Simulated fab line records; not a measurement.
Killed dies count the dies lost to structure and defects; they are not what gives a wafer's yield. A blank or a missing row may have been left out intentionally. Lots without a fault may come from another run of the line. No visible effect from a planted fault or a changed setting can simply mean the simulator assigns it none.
A lot that was struck, set against a sound lot + flow berkeley-cmos170 + 17 out of 331 route steps
Sound: the wafers L339.1, L339.3, L339.4. The struck wafers were L349.4, L349.5, L349.6. Last of all comes the cause.
Each step with rows lists, per side, the tool, then ch with its chambers, then its first start. Under that, the readings that differ: sound wafers + struck wafers + difference of the means + sigmas: that difference in standard deviations of wafers without a fault.
alike: readings with means less than 2 such deviations apart, plus words and numbers identical on both sides. not compared: withheld readings, readings lacking a value on some wafer, bounds such as >300 that could conceal the same value, and numbers that have no deviation in the record and whose values overlap.
The two part at a step that has a row with sigmas, a row that says differs or no value, or rows on one side only. Numbers that don't overlap but have no deviation are shown without sigmas and don't part them. Lack of a reading on every wafer of one side parts them only where that side has two or more wafers.

first, 1 step without rows for these wafers: UCB170_PLDD_DEVELOP_05 (develop time 45 s).
UCB170_PLDD_CD_MEAS_06: target cd 1200 nm.
  sound on cd-sem-01 at day 10 01:03; struck on cd-sem-01 at day 10 20:34
  alike: cd-nm
UCB170_PLDD_OVL_MEAS_07:
  sound on overlay-02 at day 10 01:10; struck on overlay-02 at day 10 20:38
  alike: PLDD_OVL
then, 2 steps without rows for these wafers: UCB170_PLDD_IMPLANT_08; UCB170_PLDD_IMPLANT_09.
UCB170_PLDD_STRIP_10: strips in O2.
  sound on plasma-asher-02 ch 0,1, day 10 01:31; struck on plasma-asher-01 ch 0,1, day 10 20:59
  alike: drypump-motor-current-A, oes-product-au, strip-time-to-endpoint-s
  not compared: rf-hours-counter-h
UCB170_PLDD_TW_MEAS_11:
  sound on film-metro-04 at day 10 01:37; struck on film-metro-03 at day 10 21:05
| reading | sound          | struck      | difference | sigmas |
|---------|----------------|-------------|------------|--------|
| PLDD_TW | 1014 1022 1024 | 995 989 990 | -29        | -2     |
then, 5 steps without rows for these wafers: UCB170_PLDD_CLEAN_12 (cleans in SPM, time 600 s); UCB170_NLDD_HMDS_00 (prime time 60 s); UCB170_NLDD_COAT_01 (resist thk 900 nm); UCB170_NLDD_SOFTBAKE_02 (time 60 s); UCB170_NLDD_EXPOSE_03 (exposes mask NSELECT, target cd 1200 nm).
UCB170_NLDD_PEB_04:
  sound on litho-track-01 ch 0, day 10 03:24; struck on litho-track-01 ch 0, day 10 23:01
  alike: chill-plate-temp-C
then, 1 step without rows for these wafers: UCB170_NLDD_DEVELOP_05 (develop time 45 s).
UCB170_NLDD_CD_MEAS_06: target cd 1200 nm.
  sound on cd-sem-01 at day 10 03:41; struck on cd-sem-02 at day 10 23:38
| reading    | sound                | struck               | difference | sigmas |
|------------|----------------------|----------------------|------------|--------|
| cd-nm (nm) | 1200.2 1199.7 1198.5 | 1204.1 1206.5 1205.5 | +5.9       | +5     |
  not compared: hold
UCB170_NLDD_OVL_MEAS_07:
  sound on overlay-02 at day 10 03:48; struck on overlay-02 at day 11 00:54
| reading | sound | struck                                                                     | difference                   | sigmas |
|---------|-------|----------------------------------------------------------------------------|------------------------------|--------|
| hold    | - - - | await-dispo/1.2h/release await-dispo/1.2h/release await-dispo/1.2h/release | no value on the sound wafers |        |
  alike: NLDD_OVL
UCB170_M3_PROBE_99:
  rows exist in the record for the sound wafers here (prober-01, day 11 19:46), none for the struck ones

## WHERE THEY PART
Earliest at UCB170_PLDD_TW_MEAS_11; latest, in this record, at UCB170_M3_PROBE_99.

WHY: what the simulator had put in
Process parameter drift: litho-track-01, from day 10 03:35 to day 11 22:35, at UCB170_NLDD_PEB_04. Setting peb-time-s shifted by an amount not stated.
